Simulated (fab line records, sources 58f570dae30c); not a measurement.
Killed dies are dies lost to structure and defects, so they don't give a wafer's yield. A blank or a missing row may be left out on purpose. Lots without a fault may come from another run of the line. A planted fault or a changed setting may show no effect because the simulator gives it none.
Which tool did it? | flow berkeley_cmos170 | 6 lots, 18 wafers sampled, at 3 steps of a route of 331

WHAT THE GAUGES READ, wafer by wafer
UCB170_SPACER_THK_MEAS_01.
lot  | measured     | on            | SPACER_TEOS_THK (nm)
L638 | day 6 19:23  | film_metro-03 | 375 379 382
L640 | day 7 07:57  | film_metro-01 | 376 388 380
L642 | day 7 23:18  | film_metro-02 | 378 374 379
L647 | day 8 12:52  | film_metro-01 | 378 380 382
L648 | day 9 04:17  | film_metro-03 | 376 381 380
L656 | day 10 16:15 | film_metro-03 | 375 376 382

WHICH TOOL RAN EACH LOT (tool, then ch and the chambers of the sampled wafers, then the start)
lot  | UCB170_NLDD_STRIP_10                 | UCB170_SPACER_CVD_00
L638 | plasma_asher-02 ch 0,1, day 6 19:01  | pecvd-03 ch 0,1, day 6 19:21
L640 | plasma_asher-03 ch 0,1, day 7 07:34  | pecvd-02 ch 1,2, day 7 07:55
L642 | plasma_asher-02 ch 0,1, day 7 22:40  | pecvd-03 ch 0,2, day 7 23:16
L647 | plasma_asher-02 ch 0,1, day 8 12:28  | pecvd-04 ch 0,1,2, day 8 12:50
L648 | plasma_asher-03 ch 0,1, day 9 03:52  | pecvd-04 ch 1,2, day 9 04:13
L656 | plasma_asher-03 ch 0,1, day 10 15:46 | pecvd-02 ch 0,1,2, day 10 16:13
- UCB170_NLDD_STRIP_10: strips in O2.
- UCB170_SPACER_CVD_00: deposits SiO2 from TEOS/O2, target thk 376 nm, time 47 s.

THE ANSWER, worked out from the rows above alone
Rule: what is usual is taken from the lots themselves. Put in order of their means at a reading, lots are off if they are a third of the lots or fewer, leave a main group of 4 or more, and stand apart from it by a gap of 3 or more times the standard deviation of the main group's means; of several such gaps the widest counts. A main group whose means are all the same, to the digits that the tables above print for the reading, isn't used. A lot without any number at a reading at which 4 lots or more have one is off too. The other lots that the step has rows for count as sound.
No lot is off at any reading shown: from this, nothing can be told.

WHAT THE SIMULATOR HAD PUT IN
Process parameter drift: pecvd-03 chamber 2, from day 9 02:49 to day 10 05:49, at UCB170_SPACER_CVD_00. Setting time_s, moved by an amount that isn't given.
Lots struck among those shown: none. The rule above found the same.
